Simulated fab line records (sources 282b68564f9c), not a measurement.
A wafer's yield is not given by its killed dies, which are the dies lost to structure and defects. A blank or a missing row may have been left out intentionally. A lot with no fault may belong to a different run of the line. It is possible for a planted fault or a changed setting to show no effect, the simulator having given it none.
Which tool was responsible? + flow ritCmos + 15 lots, 45 wafers sampled, at 1 step of a route of 202

## WHAT THE GAUGES READ, wafer by wafer
Not one reading of a measure or inspect step in the record can be checked against a usual standard deviation.

## WHICH TOOL RAN EACH LOT (tool, then ch and the chambers of the sampled wafers, then the start)
| lot  | RIT_ACTIVE_OXIDATION_01      |
|------|------------------------------|
| L336 | furnace-04 ch 0, day 1 20:56 |
| L338 | furnace-04 ch 0, day 2 06:07 |
| L339 | furnace-01 ch 0, day 2 14:49 |
| L344 | furnace-01, day 3 12:23      |
| L345 | furnace-03, day 3 18:40      |
| L346 | furnace-03, day 3 22:07      |
| L347 | furnace-04 ch 0, day 4 04:19 |
| L350 | furnace-01 ch 0, day 4 18:48 |
| L351 | furnace-03 ch 0, day 4 23:24 |
| L352 | furnace-04 ch 0, day 5 04:17 |
| L353 | furnace-03 ch 0, day 5 11:41 |
| L354 | furnace-01 ch 0, day 5 14:08 |
| L355 | furnace-01 ch 0, day 5 19:16 |
| L356 | furnace-03 ch 0, day 6 01:05 |
| L357 | furnace-01 ch 0, day 6 06:10 |
- RIT_ACTIVE_OXIDATION_01: target thk 46.8 nm, ox time 3360 s.

## AS READ BY THE TOOLS THEMSELVES (means over the sampled wafers that have a number; for cases with no such wafer, the mark the record gives instead)
RIT_ACTIVE_OXIDATION_01.
| lot  | tool       | oxTempC (C) | oxTempCMax | zonePowerCentrePct (%) | zonePowerLoadPct (%) |
|------|------------|-------------|------------|------------------------|----------------------|
| L336 | furnace-04 | 994.6       | 997.5      | 46.7                   | 40                   |
| L338 | furnace-04 | 994.1       | 997.5      | 46.7                   | 40                   |
| L339 | furnace-01 | 994.3       | 997.4      | 45.1                   | 36                   |
| L344 | furnace-01 | -           | -          | -                      | -                    |
| L345 | furnace-03 | -           | -          | -                      | -                    |
| L346 | furnace-03 | -           | -          | -                      | -                    |
| L347 | furnace-04 | 994.9       | 998.3      | 47.0                   | 40                   |
| L350 | furnace-01 | 994.7       | 997.8      | 45.4                   | 36                   |
| L351 | furnace-03 | 994.6       | 997.8      | 51.4                   | 31                   |
| L352 | furnace-04 | 994.6       | 997.5      | 47.1                   | 40                   |
| L353 | furnace-03 | 994.8       | 997.7      | 50.8                   | 32                   |
| L354 | furnace-01 | 994.5       | 997.3      | 45.1                   | 36                   |
| L355 | furnace-01 | 994.9       | 997.4      | 44.9                   | 36                   |
| L356 | furnace-03 | 994.3       | 997.7      | 51.2                   | 31                   |
| L357 | furnace-01 | 994.9       | 997.7      | 44.5                   | 36                   |

## THE ANSWER, worked out from the rows above alone
Rule: usual is defined by the lots themselves. The widest of any qualifying gaps counts: lots, ordered by their means at a reading, are off when they make up no more than a third of the lots, leave a main group of 4 or more, and stand apart from it by 3 or more times the standard deviation of that group's means. A main group is skipped when, at the precision printed for the reading in the tables above, its means are all equal. A lot without any number at a reading at which 4 lots or more have one is off too. The other lots that the step has rows for count as sound. After the gauges, taken in route order, come the tools' own readings; for these a lot's mean is taken, as printed above. At the first step where some lot is off, the reading lying furthest off is the one used; lots without a number count as furthest.
Off, at RIT_ACTIVE_OXIDATION_01 on oxTempC: L344, L345, L346. Without a number there: L344, L345, L346. Mean 994.6 C and standard deviation 0.25 in the main group.
A tool fits if, at that step or a process step before it, it ran every lot that is off, and no sound lot after the first of them. Of those tried, none fits.

## WHAT HAD BEEN PUT IN BY THE SIMULATOR
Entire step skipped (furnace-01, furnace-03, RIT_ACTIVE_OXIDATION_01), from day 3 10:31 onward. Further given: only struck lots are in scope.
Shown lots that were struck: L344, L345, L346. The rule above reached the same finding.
